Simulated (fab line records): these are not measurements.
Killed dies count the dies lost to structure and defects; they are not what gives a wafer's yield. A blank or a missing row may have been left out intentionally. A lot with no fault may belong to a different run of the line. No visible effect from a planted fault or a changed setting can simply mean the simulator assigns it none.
Tool commonality check    flow berkeley-cmos170    42 wafers sampled across 14 lots

## WHAT PROMPTED THE OPENING
Of 14 lots, 2 have the reading PLDD_TW flagged at UCB170_PLDD_TW_MEAS_11. Wafers without a fault read 1002, standard deviation 8.1.
Rule: a lot is flagged in two cases, either no wafer of it has a number, or all its wafers with numbers fall more than 4 standard deviations from that mean. All remaining lots are regarded as sound.

lot   measured      on             PLDD_TW, wafer by wafer  flag
L843  day 7 17:16   film-metro-03  1009 1017 1015           
L842  day 7 17:34   film-metro-03  1013 1007 1011           
L845  day 8 06:00   film-metro-02  30 30 30                 FLAGGED
L847  day 8 19:37   film-metro-02  30 30 30                 FLAGGED
L848  day 9 10:35   film-metro-03  1004 1000 1011           
L853  day 10 01:41  film-metro-04  990 994 994              
L855  day 10 10:06  film-metro-04  993 998 992              
L856  day 10 22:18  film-metro-03  1008 1014 1014           
L858  day 11 13:14  film-metro-04  996 997 1000             
L859  day 11 13:44  film-metro-04  994 992 991              
L861  day 11 22:49  film-metro-02  1007 1008 1010           
L863  day 11 23:31  film-metro-03  1006 1011 1013           
L862  day 11 23:37  film-metro-04  995 1002 1000            
L864  day 12 05:10  film-metro-03  1008 1006 1015           
The numbers of the flagged lots are 30 on average: -972 against the usual, or -99 or more standard deviations.

## EACH LOT AND THE TOOL IT RAN ON
The record holds 2 process steps before the reading, out of a route of 331 steps. Cell contents, in order: the tool; ch with the chambers the sampled wafers went through; the start.
lot   flag     UCB170_GATE_ETCH_14                 UCB170_PLDD_DEVELOP_05
L843           rie-diel-02 ch 0,1,2, day 7 14:55   litho-track-02 ch 0, day 7 16:00
L842           rie-diel-03 ch 0,3, day 7 15:12     litho-track-02 ch 0, day 7 16:00
L845  FLAGGED  rie-diel-03 ch 1,2,3, day 8 03:40   litho-track-02 ch 0, day 8 05:00
L847  FLAGGED  rie-diel-02 ch 2,3, day 8 17:40     litho-track-02 ch 0, day 8 18:00
L848           rie-diel-02 ch 0,1, day 9 08:19     litho-track-01 ch 0, day 9 09:00
L853           rie-diel-04 ch 0,1,3, day 9 23:36   litho-track-01 ch 0, day 10 01:00
L855           rie-diel-03 ch 0,1,2, day 10 07:50  litho-track-03 ch 0, day 10 09:00
L856           rie-diel-02 ch 0,2,3, day 10 19:56  litho-track-03 ch 0, day 10 21:00
L858           rie-diel-02 ch 0,3, day 11 11:07    litho-track-01 ch 0, day 11 12:00
L859           rie-diel-03 ch 1,3, day 11 11:23    litho-track-02 ch 0, day 11 12:00
L861           rie-diel-02 ch 0,2,3, day 11 19:40  litho-track-02 ch 0, day 11 22:00
L863           rie-diel-04 ch 0,1,3, day 11 20:23  litho-track-03 ch 0, day 11 22:00
L862           rie-diel-03 ch 0,1,2, day 11 20:09  litho-track-02 ch 0, day 11 22:00
L864           rie-diel-04 ch 0,1, day 12 02:45    litho-track-02 ch 0, day 12 04:00
What the steps here do:
- UCB170_GATE_ETCH_14: etches BARC in N2/H2.
- UCB170_PLDD_DEVELOP_05: develop time 45 s.
- UCB170_PLDD_TW_MEAS_11

## FLAGGED OVER TOTAL, TOOL BY TOOL (the gauges that took the reading come last)
step                    tool            lots run  flagged  share of the flagged lots  sound lots run after its first flagged lot
UCB170_GATE_ETCH_14     rie-diel-02     6         1        some                       4 (L848,L856,L858,L861)
UCB170_GATE_ETCH_14     rie-diel-03     5         1        some                       3 (L855,L859,L862)
UCB170_GATE_ETCH_14     rie-diel-04     3         0        none                       -
UCB170_PLDD_DEVELOP_05  litho-track-01  3         0        none                       -
UCB170_PLDD_DEVELOP_05  litho-track-02  8         2        all                        4 (L859,L861,L862,L864)
UCB170_PLDD_DEVELOP_05  litho-track-03  3         0        none                       -
UCB170_PLDD_TW_MEAS_11  film-metro-02   3         2        all                        1 (L861)
UCB170_PLDD_TW_MEAS_11  film-metro-03   6         0        none                       -
UCB170_PLDD_TW_MEAS_11  film-metro-04   5         0        none                       -

## WHAT IS ALLOWED BY THE TABLE
Table rows that saw every flagged lot: 2, namely litho-track-02 at UCB170_PLDD_DEVELOP_05 and film-metro-02 at UCB170_PLDD_TW_MEAS_11.
- litho-track-02 at UCB170_PLDD_DEVELOP_05 ran 8 lots, 2 of them flagged. After the first flagged lot (L859, L861, L862, L864), sound lots still ran on it; a lasting fault on the whole tool would not permit that.
- film-metro-02 at UCB170_PLDD_TW_MEAS_11 ran 3 lots, 2 of them flagged. After the first flagged lot (L861), sound lots still ran on it; a lasting fault on the whole tool would not permit that.
None of the table's rows ran every flagged lot and, after the first, no sound lot.

## WHAT THE SIMULATOR HAD PUT IN
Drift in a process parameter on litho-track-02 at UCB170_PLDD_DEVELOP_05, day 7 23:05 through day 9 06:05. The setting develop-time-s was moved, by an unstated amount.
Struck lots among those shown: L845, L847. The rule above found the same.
